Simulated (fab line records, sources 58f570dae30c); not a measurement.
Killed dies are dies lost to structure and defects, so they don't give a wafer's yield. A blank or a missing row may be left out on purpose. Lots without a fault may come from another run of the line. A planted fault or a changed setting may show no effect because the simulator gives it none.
Problem report in the 8D (eight disciplines) form, filled by code | flow berkeley_cmos170 | the parts of the form that need people (team, actions taken, sign-off) are left out

1. THE PROBLEM
NLDD_RS at UCB170_SDANNEAL_RS_MEAS_05 reads a mean of 655.4 ohm/sq on 6 wafers of 2 lots; wafers without a fault read 617.0 ohm/sq with a standard deviation of 1.7. That is +23 standard deviations from the usual mean.
The step: measures by four-point-probe.
First seen on wafer L998.1, day 10 15:43, on film_metro-01. The record holds 33 wafers of 11 lots with a number at this step. Rule for "out", or "out of limits": more than 4 standard deviations from the usual mean. The other wafers with a number count as sound.

2. WHAT IT IS AND WHAT IT IS NOT
question                    | is                           | is not
which readings at this step | NLDD_RS                      | -
which lots                  | L103, L998                   | L106, L108, L985, L986, L987, L988, L989, L990, L991
which wafers of those lots  | all that have a number       | -
read on which gauges        | film_metro-01, film_metro-02 | film_metro-03
when                        | from day 10 15:43            | up to then (21 sound wafers); but 6 sound wafers of L106, L108 came after

3. SUSPECTS, AND WHAT RULES EACH OUT
Counting: a tool at a process step up to the reading stays a suspect if it ran every lot that is out and no sound lot after the first of them.
- the gauge at UCB170_SDANNEAL_RS_MEAS_05: ruled out. The wafers that are out were read on 2 gauges (film_metro-01, film_metro-02).
- implanter-01 at UCB170_NLDD_IMPLANT_08: kept. It ran every lot that is out, first L998 (day 9 23:54), and no sound lot after that; its last sound lot up to then is L989 (day 8 05:55). Its own readings are out on those wafers: dose_ions_cm2, faraday_current_uA.
Left after counting: implanter-01 at UCB170_NLDD_IMPLANT_08.

4. THE CAUSE (what the simulator had put in)
Process parameter drift: implanter-01, from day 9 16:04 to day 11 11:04, at UCB170_NLDD_IMPLANT_08. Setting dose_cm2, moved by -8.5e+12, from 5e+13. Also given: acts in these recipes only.
Counting left only this tool.

5. THE CHAIN OF EFFECTS, in route order
Each row: a reading whose mean over the struck wafers that have a number lies more than 3 standard deviations from the usual. Only readings for which the record gives a usual standard deviation are gone through. hours: the time from each lot's start at the first step in this table that gives one to its start at this step, as a median over the lots. sigmas: the change in usual standard deviations.
hours | step                       | reading            | usual        | on struck wafers | change     | sigmas
0     | UCB170_NLDD_IMPLANT_08     | dose_ions_cm2      | 4.999e+13    | 4.150e+13        | -8.490e+12 | -99 or more
0     | UCB170_NLDD_IMPLANT_08     | faraday_current_uA | 158          | 133              | -25        | -7.8
15    | UCB170_SDANNEAL_RS_MEAS_05 | NLDD_RS            | 617.0 ohm/sq | 655.4            | +38.4      | +23
The process steps in it:
- UCB170_NLDD_IMPLANT_08

6. WHAT WOULD HAVE CAUGHT IT SOONER
In this record the first reading out of limits at a measuring or inspecting step was taken at day 10 15:43, 24 hours after the fault began at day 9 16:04.
The tool's own readings at UCB170_NLDD_IMPLANT_08 were out on every struck wafer that the step has a row for (dose_ions_cm2, faraday_current_uA): an alarm limit on them would have fired on the first of those.
Of the lots that are out (2), L103 began UCB170_NLDD_IMPLANT_08 on implanter-01 after day 10 15:43. A hold on the tool at that time would have spared it.
